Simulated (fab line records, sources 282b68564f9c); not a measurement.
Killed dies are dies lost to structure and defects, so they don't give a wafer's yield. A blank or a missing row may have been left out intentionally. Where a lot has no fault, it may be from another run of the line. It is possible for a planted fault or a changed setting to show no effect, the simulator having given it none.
2 desks looking at one fault | flow rit_cmos | every desk sees just its own numbers, and what lay behind them comes last

## AT THE TOOL OWNER'S DESK: implanter-02
RIT_PSD_IMPLANT_08, tool's own readings: per-lot mean of the sampled wafers with a number, covering each lot this tool ran. The brackets show how far a lot's mean lies from the usual mean; more than 4 standard deviations puts the lot out of limits, marked OUT.
Columns: A = end_station_pressure_torr at RIT_PSD_IMPLANT_08, usual 1.43e-05 Torr
lot  | first seen here | A
L262 | day 3 08:52     | 1.31e-05
L270 | day 4 23:31     | 1.32e-05
L272 | day 5 09:00     | 1.30e-05
L274 | day 5 17:36     | 1.25e-05
This desk's verdict: no lot among the 4 shows anything out of limits.

## METROLOGY DESK
Lot by lot, what the gauges showed, no matter which tool ran the lot: averages of those sampled wafers that carry a number. The brackets show how far a lot's mean lies from the usual mean; more than 4 standard deviations puts the lot out of limits, marked OUT.
Columns: A = NLDD_OVL at RIT_NLDD_OVL_MEAS_06, usual 0.0 nm; B = PSD_OVL at RIT_PSD_OVL_MEAS_06, usual 2.3 nm; C = PSD_RS at RIT_SDANNEAL_RS_MEAS_04, usual 115.8 ohm/sq
lot  | first seen here | A    | B   | C
L262 | day 3 01:28     | 0.6  | 3.0 | 115.5
L263 | day 3 01:45     | -1.1 | 2.8 | 115.7
L264 | day 3 15:06     | -2.3 | 0.7 | 115.6
L265 | day 3 15:20     | -0.4 | 3.2 | 116.0
L270 | day 4 16:12     | -0.3 | 3.8 | 115.5
L272 | day 5 01:20     | 0.2  | 1.9 | -
L274 | day 5 10:17     | 0.3  | 1.9 | -
L276 | day 5 18:23     | 1.4  | 3.2 | 115.7
L279 | day 6 10:31     | 1.1  | 0.4 | 116.4
L280 | day 6 12:58     | 1.0  | 4.0 | 116.0
L281 | day 6 21:01     | -1.1 | 3.4 | 115.5
L282 | day 7 01:44     | 0.9  | 2.0 | 115.7
L283 | day 7 06:48     | 1.1  | 2.1 | 115.5
L284 | day 7 16:32     | 0.6  | 2.0 | 116.3
This desk's verdict: no lot among the 14 shows anything out of limits.

## TAKEN TOGETHER
Nothing out of limits was seen by the tool owner's desk.
At the metrology desk, nothing out of limits was observed.

## WHAT THE SIMULATOR PUT IN
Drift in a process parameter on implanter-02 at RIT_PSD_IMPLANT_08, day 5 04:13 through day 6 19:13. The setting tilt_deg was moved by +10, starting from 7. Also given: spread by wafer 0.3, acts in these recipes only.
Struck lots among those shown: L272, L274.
